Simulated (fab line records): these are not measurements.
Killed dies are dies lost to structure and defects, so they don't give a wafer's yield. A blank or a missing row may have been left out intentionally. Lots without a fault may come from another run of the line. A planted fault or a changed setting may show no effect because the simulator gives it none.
Comparing a struck lot with a sound one    flow rit cmos    27 steps out of a route of 202
Sound: wafers L788.1, L788.4, L788.6. Wafers struck: L797.1, L797.3, L797.6. The cause is given at the end.
For every step that has rows: the tool of each side, followed by ch and its chambers, followed by its first start. Under that, the readings that differ: sound wafers    struck wafers    difference of the means    sigmas: that difference in standard deviations of wafers without a fault.
alike: readings with means less than 2 such deviations apart, plus words and numbers identical on both sides. not compared: withheld readings, readings lacking a value on some wafer, bounds such as >300 that could conceal the same value, and numbers that have no deviation in the record and whose values overlap.
Wherever a step has rows on one side only, a row that says differs or no value, or a row with sigmas, the two part there. Numbers that have no deviation but don't overlap get no sigmas and don't part them. Lack of a reading on every wafer of one side parts them only where that side has two or more wafers.

RIT_ACTIVE_BOW_MEAS_00:
  sound: film metro-01 at day 1 10:00; struck: film metro-04 at day 3 07:00
  alike: INCOMING_BOW
then, 1 step without rows for these wafers: RIT_ACTIVE_OXIDATION_01 (target thk 46.8 nm, ox time 3360 s).
RIT_ACTIVE_THK_MEAS_02:
  sound: film metro-04 at day 1 12:03; struck: film metro-01 at day 3 09:03
reading                sound           struck          difference  sigmas
ACTIVE_OXIDE_THK (nm)  45.7 45.6 45.4  48.5 48.4 48.9  +3.0        +3
RIT_ACTIVE_CVD_03: deposits Si3N4 from SiH2Cl2/NH3, target thk 150 nm, time 1500 s.
  sound on lpcvd-02 ch 1, day 1 12:07; struck on lpcvd-02 ch 0, day 3 09:07
reading                                   sound              struck             difference  sigmas
spike tc centre C (C)                     813.3 813.5 813.9  827.1 825.6 828.1  +13.4       +12
spike tc load C (C)                       830.5 830.7 831.2  849.4 849.1 850.1  +18.7       +10
spike tc source C (C)                     834.6 836.1 834.4  846.0 845.5 844.6  +10.3       +6
susceptor temp C (C)                      810.1 809.9 809.7  824.6 825.1 824.7  +14.9       +45
model.Si3N4_of_ACTIVE_CVD_03.thk nm (nm)  151.1 151.2 150.8  195.6 195.1 193.2  +43.6       
  alike: zone power centre pct, zone power source pct
RIT_ACTIVE_THK_MEAS_04:
  sound: film metro-04 at day 1 13:32; struck: film metro-03 at day 3 10:32
reading                  sound              struck             difference  sigmas
ACTIVE_NITRIDE_THK (nm)  151.2 151.2 150.7  195.6 195.0 193.1  +43.5       +31
then, 6 steps without rows for these wafers: RIT_ACTIVE_HMDS_05 (prime time 60 s); RIT_ACTIVE_COAT_06 (resist thk 1000 nm); RIT_ACTIVE_SOFTBAKE_07 (time 60 s); RIT_ACTIVE_EXPOSE_08 (exposes mask M1, target cd 1400 nm); RIT_ACTIVE_PEB_09; RIT_ACTIVE_DEVELOP_10 (develop time 50 s).
RIT_ACTIVE_CD_MEAS_11: target cd 1400 nm.
  sound: cd sem-02 at day 1 14:34; struck: cd sem-01 at day 3 11:26
  alike: cd nm
then, 1 step without rows for these wafers: RIT_ACTIVE_HARDBAKE_12 (time 60 s).
RIT_ACTIVE_ETCH_13: etches Si3N4 in SF6, stops on SiO2, time 210 s, target depth 210 nm.
  sound on rie diel-02 ch 0,1,2, day 1 14:50; struck on rie diel-02 ch 1,2,3, day 3 11:43
reading                             sound                 struck                difference  sigmas
chamber pressure mTorr (mTorr)      259.93 259.61 259.88  260.24 260.19 260.38  +0.46       +2
oes product au (a.u.)               0.826 0.832 0.839     0.958 0.974 0.940     +0.125      +11
model.ACTIVE.feature depth nm (nm)  152.4 152 150.8       198.4 196 194.5       +44.6       
model.etch.depth nm (nm)            151.1 151.2 150.8     195.6 195.1 193.2     +43.6       
  alike: drypump motor current A, rf fwd power W, throttle valve pct
  not compared: rf hours counter h
RIT_ACTIVE_STRIP_14: strips in O2, time 180 s.
  sound on plasma asher-01 ch 0,1, day 1 14:58; struck on plasma asher-01 ch 0,1, day 3 11:50
  alike: chamber pressure mTorr, drypump motor current A
  not compared: rf hours counter h
RIT_ACTIVE_CD_MEAS_90: target cd 1400 nm.
  sound: cd sem-02 at day 1 15:08; struck: cd sem-02 at day 3 12:01
  alike: cd nm
then, 4 steps without rows for these wafers: RIT_ACTIVE_CLEAN_15 (cleans in SC1, time 600 s); RIT_ACTIVE_CLEAN_16 (cleans in dHF, time 29.33 s); RIT_ACTIVE_CLEAN_17 (cleans in SC2, time 600 s); RIT_FOX1_OXIDATION_00 (target thk 350.7 nm, ox time 1130 s).
RIT_FOX1_THK_MEAS_01:
  sound: film metro-02 at day 1 18:09; struck: film metro-02 at day 3 14:26
reading              sound        struck       difference  sigmas
FOX1_OXIDE_THK (nm)  342 342 342  355 358 362  +16         +2
then, 2 steps without rows for these wafers: RIT_FOX1_WET_ETCH_02 (etches SiO2 in BOE, target depth 350 nm, time 390 s); RIT_FOX2_OXIDATION_00 (target thk 350.7 nm, ox time 1130 s).
RIT_FOX2_THK_MEAS_01:
  sound: film metro-03 at day 1 19:52; struck: film metro-02 at day 3 15:55
  alike: FOX2_OXIDE_THK
RIT_FOX2_CLEAN_02: cleans in dHF, time 180 s.
  sound on wet bench-01 ch 2, day 1 19:56; struck on wet bench-02 ch 3, day 3 15:59
reading                                   sound            struck           difference  sigmas
model.Si3N4_of_ACTIVE_CVD_03.thk nm (nm)  132 132.1 131.7  176.4 175.9 174  +43.5       
then, 1 step without rows for these wafers: RIT_FOX2_WET_ETCH_03 (etches Si3N4 in H3PO4, target depth 195 nm, time 2700 s).
RIT_M1_PROBE_99:
  sound: prober-01 at day 3 15:40; struck: prober-02 at day 5 08:07
  alike: killed_at_M0_to_M3, killed at contacts, killed at front end, killed dies, killed open, killed short
  not compared: model.etest.pldd.width nm, model.etest.nldd.width nm, model.etest.pplus sal.width nm, model.etest.nplus sal.width nm

## WHERE THEY PART
Last at RIT_FOX1_THK_MEAS_01 as far as this record goes, first at RIT_ACTIVE_THK_MEAS_02. Later steps at which nothing parts them and some readings are alike: RIT_FOX2_THK_MEAS_01, RIT_M1_PROBE_99.

WHY: what had been put in by the simulator
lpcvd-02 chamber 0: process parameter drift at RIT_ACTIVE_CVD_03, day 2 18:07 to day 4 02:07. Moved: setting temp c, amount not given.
